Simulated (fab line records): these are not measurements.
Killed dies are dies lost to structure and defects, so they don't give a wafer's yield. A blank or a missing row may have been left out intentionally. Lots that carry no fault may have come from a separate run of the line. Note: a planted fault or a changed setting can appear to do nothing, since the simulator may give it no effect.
Which tool was responsible? | flow rit-cmos | 39 wafers from 13 lots sampled at 3 of the route's 202 steps

WHAT EACH GAUGE READ, for each wafer
RIT_CONTACT_CD_MEAS_90: the cd target is 1000 nm. Usual: cd-nm at 999.2 nm, with a standard deviation of 2.5.
lot  | measured    | on        | cd-nm (nm)           | flag
L435 | day 3 09:40 | cd-sem-01 | 995.4 995.3 994.4    |
L436 | day 3 12:43 | cd-sem-01 | 1001.9 1000.9 1000.3 |
L437 | day 3 16:22 | cd-sem-01 | 995.8 995.2 993.8    |
L438 | day 3 22:59 | cd-sem-02 | 999.8 1001.0 997.6   |
L439 | day 4 00:53 | cd-sem-02 | 999.5 1000.0 1002.4  |
L440 | day 4 07:28 | cd-sem-02 | 996.0 996.7 997.1    |
L441 | day 4 12:46 | cd-sem-01 | 999.9 1001.6 1001.0  |
L444 | day 5 02:21 | cd-sem-02 | 997.3 998.8 999.5    |
L446 | day 5 14:13 | cd-sem-01 | 998.6 1000.1 999.9   |
L450 | day 6 10:05 | cd-sem-01 | 1000.1 1001.7 1003.0 |
L454 | day 7 03:57 | cd-sem-01 | 1001.7 1002.8 1002.7 |
L456 | day 7 13:53 | cd-sem-02 | 1002.6 1001.1 1003.3 |
L458 | day 7 23:57 | cd-sem-02 | 999.7 999.5 1000.2   |

EACH LOT AND THE TOOL THAT RAN IT (in order: tool; ch and the chambers of the sampled wafers; start)
lot  | RIT_GATE_STRIP_20                   | RIT_PSD_STRIP_09
L435 | plasma-asher-04 ch 0,1, day 2 18:27 | plasma-asher-01 ch 0,1, day 3 06:02
L436 | plasma-asher-04 ch 0,1, day 2 20:12 | plasma-asher-03 ch 0,1, day 3 09:13
L437 | plasma-asher-01 ch 0,1, day 3 01:14 | plasma-asher-01 ch 0, day 3 12:56
L438 | plasma-asher-01 ch 0,1, day 3 07:56 | plasma-asher-01 ch 0,1, day 3 19:23
L439 | plasma-asher-04 ch 0,1, day 3 09:37 | plasma-asher-03 ch 0,1, day 3 21:20
L440 | plasma-asher-04 ch 0,1, day 3 15:24 | plasma-asher-03 ch 0,1, day 4 03:59
L441 | plasma-asher-04 ch 0,1, day 3 20:47 | plasma-asher-04 ch 0,1, day 4 09:20
L444 | plasma-asher-04 ch 0, day 4 10:51   | plasma-asher-03 ch 0,1, day 4 22:55
L446 | plasma-asher-03 ch 0,1, day 4 22:09 | plasma-asher-01 ch 0, day 5 10:43
L450 | plasma-asher-03 ch 0,1, day 5 17:27 | plasma-asher-01 ch 0, day 6 06:37
L454 | plasma-asher-01 ch 0,1, day 6 12:17 | plasma-asher-04 ch 0,1, day 7 00:14
L456 | plasma-asher-03 ch 0,1, day 6 23:06 | plasma-asher-03 ch 0,1, day 7 10:29
L458 | plasma-asher-04 ch 0,1, day 7 08:51 | plasma-asher-03 ch 0,1, day 7 20:17
- RIT_GATE_STRIP_20: strips in O2, time 180 s.
- RIT_PSD_STRIP_09: strips in O2, time 180 s.

WHAT THE TOOLS THEMSELVES READ (means of the sampled wafers that have a number; where no wafer has one, the mark that the record gives instead)
RIT_GATE_STRIP_20. Usual: drypump-motor-current-A at 5.6 A, with a standard deviation of 0.39.
lot  | tool            | drypump-motor-current-A (A) | flag
L435 | plasma-asher-04 | 5.4                         |
L436 | plasma-asher-04 | 5.7                         |
L437 | plasma-asher-01 | 5.7                         |
L438 | plasma-asher-01 | 5.7                         |
L439 | plasma-asher-04 | 5.4                         |
L440 | plasma-asher-04 | 5.4                         |
L441 | plasma-asher-04 | 5.4                         |
L444 | plasma-asher-04 | 5.1                         |
L446 | plasma-asher-03 | 5.7                         |
L450 | plasma-asher-03 | 5.7                         |
L454 | plasma-asher-01 | 5.7                         |
L456 | plasma-asher-03 | 5.7                         |
L458 | plasma-asher-04 | 5.4                         |

RIT_PSD_STRIP_09. Usual: drypump-motor-current-A at 5.6 A, with a standard deviation of 0.33.
lot  | tool            | drypump-motor-current-A (A) | flag
L435 | plasma-asher-01 | 5.3                         |
L436 | plasma-asher-03 | 5.7                         |
L437 | plasma-asher-01 | 5.0                         |
L438 | plasma-asher-01 | 5.3                         |
L439 | plasma-asher-03 | 5.8                         |
L440 | plasma-asher-03 | 5.8                         |
L441 | plasma-asher-04 | 5.7                         |
L444 | plasma-asher-03 | 5.7                         |
L446 | plasma-asher-01 | 5.0                         |
L450 | plasma-asher-01 | 5.0                         |
L454 | plasma-asher-04 | 5.7                         |
L456 | plasma-asher-03 | 5.7                         |
L458 | plasma-asher-03 | 5.7                         |

THE ANSWER, worked out from the rows above alone
Rule: a lot is off if the mean of its wafers that have a number lies more than 3 standard deviations from the usual mean. Also off: a lot with no number at a reading for which 4 or more lots have one. Where the step has rows for the other lots, those lots are counted as sound. The gauges are gone through in route order, then the tools' own readings, and for those a lot's mean is taken as printed above. The first step at which some lot is off is used, and at that step the reading that is off furthest; a lot without a number counts as furthest.
Across all readings shown, no lot is off: no conclusion can be drawn from this.

WHAT THE SIMULATOR HAD PUT IN
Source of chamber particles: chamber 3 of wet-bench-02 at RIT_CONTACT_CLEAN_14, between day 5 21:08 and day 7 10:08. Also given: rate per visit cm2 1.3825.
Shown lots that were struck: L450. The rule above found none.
